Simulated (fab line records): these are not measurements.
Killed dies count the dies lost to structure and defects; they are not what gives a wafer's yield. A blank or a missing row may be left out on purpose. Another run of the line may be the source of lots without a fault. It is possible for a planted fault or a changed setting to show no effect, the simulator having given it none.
Which tool was responsible? / flow rit_cmos / 6 lots with 18 wafers sampled at 2 steps, on a route of 202 steps

WHAT EACH GAUGE READ, for each wafer
RIT_ACTIVE_CD_MEAS_11: target cd 1400 nm.
lot=L308; measured=day 1 19:29; on=cd_sem-01; cd_nm (nm)=1399.8 1399.4 1399.2
lot=L310; measured=day 2 05:26; on=cd_sem-01; cd_nm (nm)=1399.1 1398.3 1403.3
lot=L315; measured=day 3 06:34; on=cd_sem-01; cd_nm (nm)=1274.2 1276.1 1272.0 1274.0 1276.5 1271.6
lot=L317; measured=day 3 16:26; on=cd_sem-01; cd_nm (nm)=1404.4 1402.9 1401.9
lot=L326; measured=day 5 13:30; on=cd_sem-02; cd_nm (nm)=1400.5 1400.8 1401.1
lot=L329; measured=day 6 04:26; on=cd_sem-02; cd_nm (nm)=1405.0 1403.2 1403.9

TOOL THAT RAN EACH LOT (tool first, then ch and the chambers of the sampled wafers, then the start)
lot=L308; RIT_ACTIVE_EXPOSE_08=iline_stepper-02 ch 0, day 1 19:05
lot=L310; RIT_ACTIVE_EXPOSE_08=iline_stepper-01 ch 0, day 2 05:02
lot=L315; RIT_ACTIVE_EXPOSE_08=iline_stepper-02 ch 0, day 3 06:10
lot=L317; RIT_ACTIVE_EXPOSE_08=iline_stepper-02 ch 0, day 3 16:02
lot=L326; RIT_ACTIVE_EXPOSE_08=iline_stepper-02 ch 0, day 5 13:05
lot=L329; RIT_ACTIVE_EXPOSE_08=iline_stepper-01 ch 0, day 6 04:02
- RIT_ACTIVE_EXPOSE_08: exposes mask M1, target cd 1400 nm.

THE ANSWER, worked out from the rows above alone
Rule: what is usual is taken from the lots themselves. The widest of any qualifying gaps counts: lots, ordered by their means at a reading, are off when they make up no more than a third of the lots, leave a main group of 4 or more, and stand apart from it by 3 or more times the standard deviation of that group's means. A main group is skipped when, at the precision printed for the reading in the tables above, its means are all equal. Also off: a lot with no number at a reading for which 4 or more lots have one. The other lots that the step has rows for count as sound.
Off, at RIT_ACTIVE_CD_MEAS_11 on cd_nm: L315. For the main group the mean is 1401.5 nm and the standard deviation 1.7.
A tool fits if, at a process step before that reading, it ran every lot that is off, and no sound lot after the first of them. Those tools and the gauges at RIT_ACTIVE_CD_MEAS_11 are tried in the same way. Not one of the candidates tried fits.

WHAT THE SIMULATOR HAD INSERTED
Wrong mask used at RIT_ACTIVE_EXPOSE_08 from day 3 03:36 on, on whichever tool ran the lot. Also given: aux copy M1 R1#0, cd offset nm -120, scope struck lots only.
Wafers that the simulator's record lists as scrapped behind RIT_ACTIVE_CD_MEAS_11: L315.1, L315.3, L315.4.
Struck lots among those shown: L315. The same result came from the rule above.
